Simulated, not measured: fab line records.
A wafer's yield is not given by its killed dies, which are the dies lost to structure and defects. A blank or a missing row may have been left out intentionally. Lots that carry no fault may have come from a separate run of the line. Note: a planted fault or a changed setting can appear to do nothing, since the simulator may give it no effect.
The tool behind it: which one? ; flow berkeleyCmos170 ; 7 lots with 21 wafers sampled at 4 steps, on a route of 331 steps

== WHAT EACH GAUGE READ, for each wafer ==
UCB170_M3_THK_MEAS_03: measures by xrf.
lot;measured;on;M3_AL_THK (nm)
L667;day 9 15:21;filmMetro-04;879 886 884
L670;day 10 14:15;filmMetro-03;892 900 896
L673;day 11 18:17;filmMetro-03;910 902 889
L676;day 11 18:08;filmMetro-04;885 880 889
L678;day 11 08:51;filmMetro-03;876 869 878
L684;day 13 03:10;filmMetro-03;902 894 897
L686;day 13 11:45;filmMetro-04;883 881 892

== WHAT TOOL EACH LOT RAN ON (gives the tool, then ch and the chambers of the sampled wafers, and finally the start) ==
lot;UCB170_SCREENOX_OXIDATION_01;UCB170_M2_SPUTTER_01;UCB170_M3_SPUTTER_01
L667;furnace-01 ch 0, day 7 01:40;pvdSputter-04, day 9 10:14;pvdSputter-04, day 9 15:09
L670;furnace-02 ch 0, day 7 20:55;pvdSputter-04, day 10 08:26;pvdSputter-03, day 10 14:01
L673;furnace-01 ch 0, day 8 15:35;pvdSputter-02, day 11 10:35;pvdSputter-04, day 11 18:04
L676;furnace-01 ch 0, day 8 15:35;pvdSputter-04, day 11 10:02;pvdSputter-03, day 11 17:55
L678;furnace-01 ch 0, day 8 15:35;pvdSputter-04, day 11 03:08;pvdSputter-02, day 11 08:39
L684;furnace-01 ch 0, day 10 09:20;pvdSputter-04, day 12 21:45;pvdSputter-04, day 13 02:56
L686;furnace-01 ch 0, day 10 20:12;pvdSputter-01, day 13 05:56;pvdSputter-02, day 13 11:32
- UCB170_SCREENOX_OXIDATION_01: target thk 14.4 nm, ox time 2400 s.
- UCB170_M2_SPUTTER_01: material Al, target thk 900 nm, time 120 s.
- UCB170_M3_SPUTTER_01: material Al, target thk 900 nm, time 120 s.

== THE ANSWER, worked out from the rows above alone ==
Rule: the usual values come from the lots themselves. Put in order of their means at a reading, lots are off if they are a third of the lots or fewer, leave a main group of 4 or more, and stand apart from it by a gap of 3 or more times the standard deviation of the main group's means; of several such gaps the widest counts. A main group whose means are all the same, to the digits that the tables above print for the reading, isn't used. A lot without any number at a reading at which 4 lots or more have one is off too. Any other lot the step has rows for is counted as sound.
None of the lots is off at any reading shown; this tells nothing.

== WHAT WAS PUT IN BY THE SIMULATOR ==
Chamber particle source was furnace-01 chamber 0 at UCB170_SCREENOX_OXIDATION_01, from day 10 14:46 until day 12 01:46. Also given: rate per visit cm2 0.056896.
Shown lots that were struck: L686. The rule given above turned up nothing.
